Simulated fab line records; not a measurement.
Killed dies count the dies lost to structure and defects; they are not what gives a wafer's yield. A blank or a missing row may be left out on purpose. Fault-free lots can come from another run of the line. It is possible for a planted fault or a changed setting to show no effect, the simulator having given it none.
fab line records -- flow rit-cmos
record: lots: 7, wafers: 21, last-day: 7
route steps=202 shown SILICIDE@161 CONTACT@168
lots that met no fault: taken from a fault-free run of the same line
start-h: start of the lot's first displayed wafer, in hours after the record's first day -- wait-h: hours from the lot's prior step to this one -- " repeats the value in the row above -- L1.1+2: one row covering several wafers at once -- - no value, or no start given -- * or withheld: withheld -- < > ~ a bound
route shown NAME@n: names a module that has steps shown in the file, with the first one's number in the route -- usual: mean and standard deviation over wafers with no fault -- same: alike in all rows -- chamber/n: place in a boat -- sites: the reading at each site -- _std_site: standard deviation across them -- _edge_site: mean of outer sites minus mean of inner sites -- radius-mm: how far each site lies from the wafer's centre -- mask NAME#n: copy n -- behind: tool/chamber where the wafer was last shaped -- hold: why the lot was held/for how many hours/how that ended -- device: which transistor (n, p or np) failed to switch -- end of line: tests of these same wafers at the route's end -- a step given without rows: its recipe and nothing more -- killed: at the first sort, the dies lost to defects and structure; wafer yield is something else -- map: per-die view of a wafer (x killed, . not killed, _ where there is no die)
set.NAME: setting as actually run; set.NAME@STEP: the setting as run at that earlier step -- model.NAME: the simulator's own value behind a step, which no gauge read
lots seen at some steps along the route; tables by step, rows by wafer
services: when a tool's chamber went out of use (start-h, in hours from the record's first day, below 0 if earlier), for how many hours, and the reason
== steps ==
step: RIT_SILICIDE_WET_ETCH_00
recipe: chemistry: BOE, target: SiO2, target-depth-nm: 14, time-s: 15, dry: n2-spin, dilution: 10:1, temp-c: 21.5
step: RIT_SILICIDE_SPUTTER_01
recipe: material: Ti, target-thk-nm: 30, power-w: 350, chamber-pressure-pa: 0.667, gas: Ar, time-s: 240, substrate-temp-c: 25
usual: throttle-valve-pct: 30.7/1.4
lot.wafer,tool,chamber,start-h,wait-h,throttle-valve-pct
L300.1,pvd-sputter-01,-,92.40,0.0,28.1
L300.3,pvd-sputter-01,-,92.40,0.0,30.6
L300.4,pvd-sputter-01,-,92.40,0.0,28.1
L303.1,pvd-sputter-01,-,110.83,0.0,30.8
L303.2,pvd-sputter-01,-,110.83,0.0,28.2
L303.3,pvd-sputter-01,-,110.83,0.0,31.9
L309.1,pvd-sputter-04,-,136.48,0.0,32.7
L309.3,pvd-sputter-04,-,136.48,0.0,30.3
L309.5,pvd-sputter-04,-,136.48,0.0,30.5
L310.1,pvd-sputter-01,-,145.92,0.0,32.3
L310.3,pvd-sputter-01,-,145.92,0.0,30.8
L310.4,pvd-sputter-01,-,145.92,0.0,30.8
L311.3,pvd-sputter-02,-,150.91,0.0,31.2
L311.4,pvd-sputter-02,-,150.91,0.0,30.9
L311.5,pvd-sputter-02,-,150.91,0.0,31.6
L313.4,pvd-sputter-02,-,159.01,0.0,30.7
L313.5,pvd-sputter-02,-,159.01,0.0,30.7
L313.6,pvd-sputter-02,-,159.01,0.0,33.1
L314.1,pvd-sputter-01,-,165.77,0.0,30.6
L314.4,pvd-sputter-01,-,165.77,0.0,31.8
L314.5,pvd-sputter-01,-,165.77,0.0,28.3
step: RIT_SILICIDE_RS_MEAS_02
recipe: thk-meas-gauge: four-point-probe, reads: Ti_of_SILICIDE_SPUTTER_01
usual: SILICIDE_TI_RS: 48.2/0.68
lot.wafer,tool,chamber,start-h,wait-h,SILICIDE_TI_RS[ohm/sq]
L300.1,film-metro-04,-,92.55,0.1,49.7
L300.3,film-metro-04,-,92.55,0.1,48.4
L300.4,film-metro-04,-,92.55,0.1,49.6
L303.1,film-metro-04,-,110.98,0.1,48.5
L303.2,film-metro-04,-,110.98,0.1,49.0
L303.3,film-metro-04,-,110.98,0.1,48.7
L309.1,film-metro-03,-,136.63,0.1,47.8
L309.3,film-metro-03,-,136.63,0.1,48.4
L309.5,film-metro-03,-,136.63,0.1,48.1
L310.1,film-metro-03,-,146.07,0.1,46.9
L310.3,film-metro-03,-,146.07,0.1,47.7
L310.4,film-metro-03,-,146.07,0.1,47.1
L311.3,film-metro-04,-,151.10,0.1,48.3
L311.4,film-metro-04,-,151.10,0.1,48.3
L311.5,film-metro-04,-,151.10,0.1,48.4
L313.4,film-metro-04,-,159.22,0.1,47.3
L313.5,film-metro-04,-,159.22,0.1,47.7
L313.6,film-metro-04,-,159.22,0.1,48.1
L314.1,film-metro-03,-,165.92,0.1,48.0
L314.4,film-metro-03,-,165.92,0.1,48.2
L314.5,film-metro-03,-,165.92,0.1,47.9
step: RIT_SILICIDE_THK_MEAS_03
recipe: thk-meas-gauge: xrf, reads: Ti_of_SILICIDE_SPUTTER_01
usual: SILICIDE_TI_THK: 29.6/0.37
lot.wafer,tool,chamber,start-h,wait-h,SILICIDE_TI_THK[nm]
L300.1,film-metro-04,-,92.67,0.1,29.0
L300.3,film-metro-04,-,92.67,0.1,29.6
L300.4,film-metro-04,-,92.67,0.1,29.1
L303.1,film-metro-04,-,111.10,0.1,29.4
L303.2,film-metro-04,-,111.10,0.1,29.2
L303.3,film-metro-04,-,111.10,0.1,29.3
L309.1,film-metro-03,-,136.75,0.1,29.7
L309.3,film-metro-03,-,136.75,0.1,29.5
L309.5,film-metro-03,-,136.75,0.1,29.7
L310.1,film-metro-03,-,146.19,0.1,30.2
L310.3,film-metro-03,-,146.19,0.1,30.0
L310.4,film-metro-03,-,146.19,0.1,30.0
L311.3,film-metro-04,-,151.20,0.1,29.5
L311.4,film-metro-04,-,151.20,0.1,29.5
L311.5,film-metro-04,-,151.20,0.1,29.5
L313.4,film-metro-04,-,159.31,0.1,30.1
L313.5,film-metro-04,-,159.31,0.1,29.9
L313.6,film-metro-04,-,159.31,0.1,29.7
L314.1,film-metro-03,-,166.04,0.1,29.7
L314.4,film-metro-03,-,166.04,0.1,29.8
L314.5,film-metro-03,-,166.04,0.1,29.7
step: RIT_SILICIDE_RTA_04
recipe: temp-c: 650, time-s: 10, idle-temp-c: 25, ramp-up-s: 5, ramp-down-s: 5, cool-to-c: 25, ambient: N2
usual: wafer_temp_C_max: 652.8/0.71
lot.wafer,tool,chamber,start-h,wait-h,wafer_temp_C_max
L300.1,rtp-anneal-02,0,92.73,0.1,653.6
L300.3,rtp-anneal-02,0,92.73,0.1,652.9
L300.4,rtp-anneal-02,0,92.73,0.1,653.6
L303.1,rtp-anneal-01,0,111.16,0.1,652.3
L303.2,rtp-anneal-01,0,111.16,0.1,652.4
L303.3,rtp-anneal-01,0,111.16,0.1,652.4
L309.1,rtp-anneal-01,0,136.81,0.1,652.7
L309.3,rtp-anneal-01,0,136.81,0.1,653.4
L309.5,rtp-anneal-01,0,136.81,0.1,651.9
L310.1,rtp-anneal-02,0,146.25,0.1,653.3
L310.3,rtp-anneal-02,0,146.25,0.1,652.0
L310.4,rtp-anneal-02,0,146.25,0.1,653.1
L311.3,rtp-anneal-01,0,151.26,0.1,652.5
L311.4,rtp-anneal-01,0,151.26,0.1,652.4
L311.5,rtp-anneal-01,0,151.26,0.1,652.6
L313.4,rtp-anneal-01,0,159.37,0.1,651.9
L313.5,rtp-anneal-01,0,159.37,0.1,652.1
L313.6,rtp-anneal-01,0,159.37,0.1,652.4
L314.1,rtp-anneal-02,0,166.10,0.1,653.8
L314.4,rtp-anneal-02,0,166.10,0.1,653.0
L314.5,rtp-anneal-02,0,166.10,0.1,652.8
step: RIT_SILICIDE_WET_ETCH_05
recipe: chemistry: SPM, target: Ti, temp-c: 90, time-s: 120, dry: n2-spin
step: RIT_SILICIDE_RTA_06
recipe: temp-c: 750, time-s: 10, idle-temp-c: 25, ramp-up-s: 5, ramp-down-s: 10, cool-to-c: 25, ambient: N2
usual: wafer_temp_C_max: 753.2/0.68
lot.wafer,tool,chamber,start-h,wait-h,wafer_temp_C_max
L300.1,rtp-anneal-01,0,92.84,0.0,752.6
L300.3,rtp-anneal-01,0,92.84,0.0,752.7
L300.4,rtp-anneal-01,0,92.84,0.0,751.9
L303.1,rtp-anneal-02,0,111.27,0.0,753.7
L303.2,rtp-anneal-02,0,111.27,0.0,753.1
L303.3,rtp-anneal-02,0,111.27,0.0,753.1
L309.1,rtp-anneal-02,0,136.92,0.0,753.7
L309.3,rtp-anneal-02,0,136.92,0.0,753.6
L309.5,rtp-anneal-02,0,136.92,0.0,754.4
L310.1,rtp-anneal-01,0,146.35,0.0,751.8
L310.3,rtp-anneal-01,0,146.35,0.0,752.3
L310.4,rtp-anneal-01,0,146.35,0.0,752.2
L311.3,rtp-anneal-02,0,151.37,0.0,753.7
L311.4,rtp-anneal-02,0,151.37,0.0,752.5
L311.5,rtp-anneal-02,0,151.37,0.0,754.1
L313.4,rtp-anneal-02,0,159.48,0.0,754.3
L313.5,rtp-anneal-02,0,159.48,0.0,754.9
L313.6,rtp-anneal-02,0,159.48,0.0,753.4
L314.1,rtp-anneal-01,0,166.21,0.0,753.3
L314.4,rtp-anneal-01,0,166.21,0.0,752.9
L314.5,rtp-anneal-01,0,166.21,0.0,752.6
step: RIT_CONTACT_CVD_00
recipe: material: SiO2, target-thk-nm: 400, precursor: TEOS, temp-c: 390, time-s: 61, rf-w: 400
usual: heater-power-w: 327/51
lot.wafer,tool,chamber,start-h,wait-h,heater-power-w
L300.1,pecvd-01,0,92.90,0.1,327
L300.3,pecvd-01,1,92.90,0.1,294
L300.4,pecvd-01,0,92.90,0.1,341
L303.1,pecvd-01,1,111.34,0.1,327
L303.2,pecvd-01,0,111.34,0.1,330
L303.3,pecvd-01,2,111.34,0.1,304
L309.1,pecvd-01,1,136.99,0.1,269
L309.3,pecvd-01,0,136.99,0.1,325
L309.5,pecvd-01,0,136.99,0.1,329
L310.1,pecvd-02,2,146.42,0.1,237
L310.3,pecvd-02,0,146.42,0.1,414
L310.4,pecvd-02,1,146.42,0.1,299
L311.3,pecvd-04,0,151.41,0.0,326
L311.4,pecvd-04,2,151.41,0.0,266
L311.5,pecvd-04,1,151.41,0.0,379
L313.4,pecvd-02,1,159.54,0.0,300
L313.5,pecvd-02,0,159.54,0.0,400
L313.6,pecvd-02,2,159.54,0.0,308
L314.1,pecvd-04,0,166.28,0.1,338
L314.4,pecvd-04,2,166.28,0.1,364
L314.5,pecvd-04,2,166.28,0.1,275
step: RIT_CONTACT_THK_MEAS_01
recipe: reads: SiO2_of_CONTACT_CVD_00
usual: CONTACT_TEOS_THK: 400/4.9
lot.wafer,tool,chamber,start-h,wait-h,CONTACT_TEOS_THK[nm]
L300.1,film-metro-04,-,92.95,0.0,403
L300.3,film-metro-04,-,92.95,0.0,402
L300.4,film-metro-04,-,92.95,0.0,411
L303.1,film-metro-04,-,111.39,0.0,399
L303.2,film-metro-04,-,111.39,0.0,402
L303.3,film-metro-04,-,111.39,0.0,395
L309.1,film-metro-01,-,137.04,0.0,397
L309.3,film-metro-01,-,137.04,0.0,394
L309.5,film-metro-01,-,137.04,0.0,404
L310.1,film-metro-01,-,146.47,0.0,401
L310.3,film-metro-01,-,146.47,0.0,403
L310.4,film-metro-01,-,146.47,0.0,402
L311.3,film-metro-03,-,151.48,0.0,399
L311.4,film-metro-03,-,151.48,0.0,401
L311.5,film-metro-03,-,151.48,0.0,404
L313.4,film-metro-03,-,159.60,0.0,403
L313.5,film-metro-03,-,159.60,0.0,406
L313.6,film-metro-03,-,159.60,0.0,407
L314.1,film-metro-01,-,166.36,0.1,396
L314.4,film-metro-01,-,166.36,0.1,398
L314.5,film-metro-01,-,166.36,0.1,399
step: RIT_CONTACT_HMDS_02
recipe: prime-time-s: 60, prime-temp-c: 140
step: RIT_CONTACT_COAT_03
recipe: resist: NOVOLAK, spin-rpm: 3250, resist-thk-nm: 987.5
step: RIT_CONTACT_SOFTBAKE_04
recipe: resist: NOVOLAK, temp-c: 90, time-s: 60
step: RIT_CONTACT_EXPOSE_05
recipe: mask-id: M11, na: 0.6, source-shape: conventional, sigma-outer: 0.5, target-cd-nm: 1000, dose-mj: 255
usual: exposure-dose-mJ-cm2: 248.99/0.26, focus-offset-nm: -0.1/0.51, na: 0.6/0
lot.wafer,tool,chamber,start-h,wait-h,mask,exposure-dose-mJ-cm2,focus-offset-nm,na
L300.1,iline-stepper-02,0,93.59,0.2,M11#0,248.85,-0.1,0.6
L300.3,iline-stepper-02,0,93.59,0.2,M11#0,249.36,-0.2,0.6
L300.4,iline-stepper-02,0,93.59,0.2,M11#0,248.87,-0.7,0.6
L303.1,iline-stepper-02,0,111.90,0.1,M11#0,248.57,-1.4,0.6
L303.2,iline-stepper-02,0,111.90,0.1,M11#0,249.00,-0.2,0.6
L303.3,iline-stepper-02,0,111.90,0.1,M11#0,248.98,-0.3,0.6
L309.1,iline-stepper-02,-,137.68,0.1,M11#0,-,-,-
L309.3,iline-stepper-02,-,137.68,0.1,M11#0,-,-,-
L309.5,iline-stepper-02,-,137.68,0.1,M11#0,-,-,-
L310.1,iline-stepper-02,-,146.98,0.1,M11#0,-,-,-
L310.3,iline-stepper-02,-,146.98,0.1,M11#0,-,-,-
L310.4,iline-stepper-02,-,146.98,0.1,M11#0,-,-,-
L311.3,iline-stepper-01,-,152.13,0.2,M11#0,-,-,-
L311.4,iline-stepper-01,-,152.13,0.2,M11#0,-,-,-
L311.5,iline-stepper-01,-,152.13,0.2,M11#0,-,-,-
L313.4,iline-stepper-02,0,160.14,0.1,M11#0,248.87,-0.1,0.6
L313.5,iline-stepper-02,0,160.14,0.1,M11#0,249.45,0.3,0.6
L313.6,iline-stepper-02,0,160.14,0.1,M11#0,249.07,-0.1,0.6
L314.1,iline-stepper-02,0,166.87,0.1,M11#0,249.08,-0.2,0.6
L314.4,iline-stepper-02,0,166.87,0.1,M11#0,249.44,-0.1,0.6
L314.5,iline-stepper-02,0,166.87,0.1,M11#0,249.30,-0.2,0.6
step: RIT_CONTACT_PEB_06
recipe: resist: NOVOLAK, temp-c: withheld, time-s: withheld
== services ==
tool,chamber,start-h,hours,kind
pvd-sputter-02,-,104.89,9.0,repair
pecvd-01,-,157.13,3.1,repair
== key ==
first-sign: step: RIT_CONTACT_EXPOSE_05, reading: tool-record, direction: missing
effect none on later readings
met-at RIT_CONTACT_EXPOSE_05
struck-wafers L309.1,L309.3,L309.5,L310.1,L310.3,L310.4,L311.3,L311.4,L311.5
later-rows-left-out L309.1,L309.3,L309.5,L310.1,L310.3,L310.4,L311.3,L311.4,L311.5
sort-left-out L309.1,L309.3,L309.5,L310.1,L310.3,L310.4,L311.3,L311.4,L311.5
tester-left-out L309,L310,L311
onset-between 111.90 137.68
fault: kind: skipped-step-whole, tool: iline-stepper-01,iline-stepper-02, chamber: -, onset-h: 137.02, steps: RIT_CONTACT_EXPOSE_05, scope: struck-lots-only
tester-left-out: of these lots the tester's yield and bins aren't shown, on N5 and GAA mostly nor the transistor test; their killed dies are dies lost to structure and defects alone, not to doping, threshold or leakage, so they don't give the yield
sort-left-out: the simulated sort isn't trusted on such a fault, so these wafers' sort isn't shown, and their yield isn't known
later-rows-left-out: the simulator's readings of these wafers behind a module that went badly wrong aren't trusted and aren't shown, but for the sort
